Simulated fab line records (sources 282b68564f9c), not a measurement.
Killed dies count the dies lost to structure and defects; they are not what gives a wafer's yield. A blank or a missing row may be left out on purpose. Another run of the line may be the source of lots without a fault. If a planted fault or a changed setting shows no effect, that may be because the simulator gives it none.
Which tool is to blame? / flow rit_cmos / Sampling: 13 lots, 39 wafers, 2 of 202 route steps

## WHAT EACH GAUGE READ, for each wafer
No reading from a measuring or inspecting step in the record can be judged against a usual standard deviation.

## TOOL THAT RAN EACH LOT (tool first, then ch and the chambers of the sampled wafers, then the start)
lot=L728; RIT_GATE_ETCH_19=rie_si-01 ch 1,2, day 2 16:53; RIT_M1_PROBE_99=-
lot=L729; RIT_GATE_ETCH_19=rie_si-02 ch 0,2, day 2 19:44; RIT_M1_PROBE_99=-
lot=L730; RIT_GATE_ETCH_19=rie_si-01 ch 1,2,3, day 2 23:29; RIT_M1_PROBE_99=-
lot=L731; RIT_GATE_ETCH_19=rie_si-02 ch 0,2, day 3 07:04; RIT_M1_PROBE_99=-
lot=L732; RIT_GATE_ETCH_19=rie_si-01 ch 1,3, day 3 09:46; RIT_M1_PROBE_99=-
lot=L734; RIT_GATE_ETCH_19=rie_si-01 ch 1,2,3, day 3 23:04; RIT_M1_PROBE_99=prober-02, day 4 19:04
lot=L741; RIT_GATE_ETCH_19=rie_si-02 ch 0,2, day 5 09:36; RIT_M1_PROBE_99=-
lot=L743; RIT_GATE_ETCH_19=rie_si-02 ch 0,1, day 5 16:35; RIT_M1_PROBE_99=-
lot=L745; RIT_GATE_ETCH_19=rie_si-02 ch 1,2, day 6 03:03; RIT_M1_PROBE_99=-
lot=L747; RIT_GATE_ETCH_19=rie_si-02 ch 0,1,2, day 6 16:55; RIT_M1_PROBE_99=-
lot=L748; RIT_GATE_ETCH_19=rie_si-01 ch 0,1,2, day 6 21:23; RIT_M1_PROBE_99=-
lot=L750; RIT_GATE_ETCH_19=rie_si-01 ch 2,3, day 7 04:58; RIT_M1_PROBE_99=-
lot=L751; RIT_GATE_ETCH_19=rie_si-02 ch 0,3, day 7 13:26; RIT_M1_PROBE_99=-
- RIT_GATE_ETCH_19: etches poly-Si in SF6/CHF3/O2, stops on SiO2, time 165 s, target depth 312.5 nm.
- RIT_M1_PROBE_99

## WHAT THE TOOLS THEMSELVES READ (means of the sampled wafers that have a number; where no wafer has one, the mark that the record gives instead)
RIT_GATE_ETCH_19. Usual: drypump_motor_current_A 6.0 A, standard deviation 0.45; he_backside_leak_sccm 2.89 sccm, standard deviation 0.26; oes_product_au 0.842 a.u., standard deviation 0.018; throttle_valve_pct 10.23 %, standard deviation 0.17.
lot=L728; tool=rie_si-01; drypump_motor_current_A (A)=6.4; he_backside_leak_sccm (sccm)=2.95; oes_product_au (a.u.)=0.841; throttle_valve_pct (%)=10.09; flag=
lot=L729; tool=rie_si-02; drypump_motor_current_A (A)=5.7; he_backside_leak_sccm (sccm)=2.64; oes_product_au (a.u.)=0.827; throttle_valve_pct (%)=10.20; flag=
lot=L730; tool=rie_si-01; drypump_motor_current_A (A)=6.2; he_backside_leak_sccm (sccm)=2.95; oes_product_au (a.u.)=0.850; throttle_valve_pct (%)=10.16; flag=
lot=L731; tool=rie_si-02; drypump_motor_current_A (A)=6.2; he_backside_leak_sccm (sccm)=2.42; oes_product_au (a.u.)=0.829; throttle_valve_pct (%)=10.36; flag=
lot=L732; tool=rie_si-01; drypump_motor_current_A (A)=5.9; he_backside_leak_sccm (sccm)=2.94; oes_product_au (a.u.)=0.853; throttle_valve_pct (%)=10.15; flag=
lot=L734; tool=rie_si-01; drypump_motor_current_A (A)=6.2; he_backside_leak_sccm (sccm)=2.97; oes_product_au (a.u.)=0.860; throttle_valve_pct (%)=10.17; flag=
lot=L741; tool=rie_si-02; drypump_motor_current_A (A)=5.8; he_backside_leak_sccm (sccm)=2.60; oes_product_au (a.u.)=0.820; throttle_valve_pct (%)=10.20; flag=
lot=L743; tool=rie_si-02; drypump_motor_current_A (A)=5.5; he_backside_leak_sccm (sccm)=2.83; oes_product_au (a.u.)=0.840; throttle_valve_pct (%)=10.10; flag=
lot=L745; tool=rie_si-02; drypump_motor_current_A (A)=6.1; he_backside_leak_sccm (sccm)=2.84; oes_product_au (a.u.)=0.845; throttle_valve_pct (%)=10.33; flag=
lot=L747; tool=rie_si-02; drypump_motor_current_A (A)=5.9; he_backside_leak_sccm (sccm)=2.81; oes_product_au (a.u.)=0.835; throttle_valve_pct (%)=10.26; flag=
lot=L748; tool=rie_si-01; drypump_motor_current_A (A)=6.3; he_backside_leak_sccm (sccm)=3.00; oes_product_au (a.u.)=0.852; throttle_valve_pct (%)=10.13; flag=
lot=L750; tool=rie_si-01; drypump_motor_current_A (A)=6.1; he_backside_leak_sccm (sccm)=2.92; oes_product_au (a.u.)=0.854; throttle_valve_pct (%)=10.28; flag=
lot=L751; tool=rie_si-02; drypump_motor_current_A (A)=5.4; he_backside_leak_sccm (sccm)=2.96; oes_product_au (a.u.)=0.820; throttle_valve_pct (%)=10.16; flag=

RIT_M1_PROBE_99. Usual: killed_at_contacts 0.0, standard deviation 0.2; killed_at_front_end 6.6, standard deviation 2.9; killed_dies 6.6, standard deviation 3; killed_open 3.4, standard deviation 2; killed_short 3.2, standard deviation 2.
lot=L734 tool=prober-02 killed_at_contacts=0.3 killed_at_front_end=5.0 killed_dies=5.3 killed_open=2.0 killed_short=3.3 flag=

## THE ANSWER, worked out from the rows above alone
Rule: a lot counts as off when the mean over its wafers that have a number is more than 3 standard deviations away from the usual mean. A lot without any number at a reading at which 4 lots or more have one is off too. All remaining lots with rows at the step are treated as sound. Order of review: gauges by route order, followed by the tools' own readings, for which a lot's mean as printed above is used. The first step at which some lot is off is used, and at that step the reading that is off furthest; a lot without a number counts as furthest.
Nothing can be told from this: no lot is off at any reading shown.

## WHAT HAD BEEN PUT IN BY THE SIMULATOR
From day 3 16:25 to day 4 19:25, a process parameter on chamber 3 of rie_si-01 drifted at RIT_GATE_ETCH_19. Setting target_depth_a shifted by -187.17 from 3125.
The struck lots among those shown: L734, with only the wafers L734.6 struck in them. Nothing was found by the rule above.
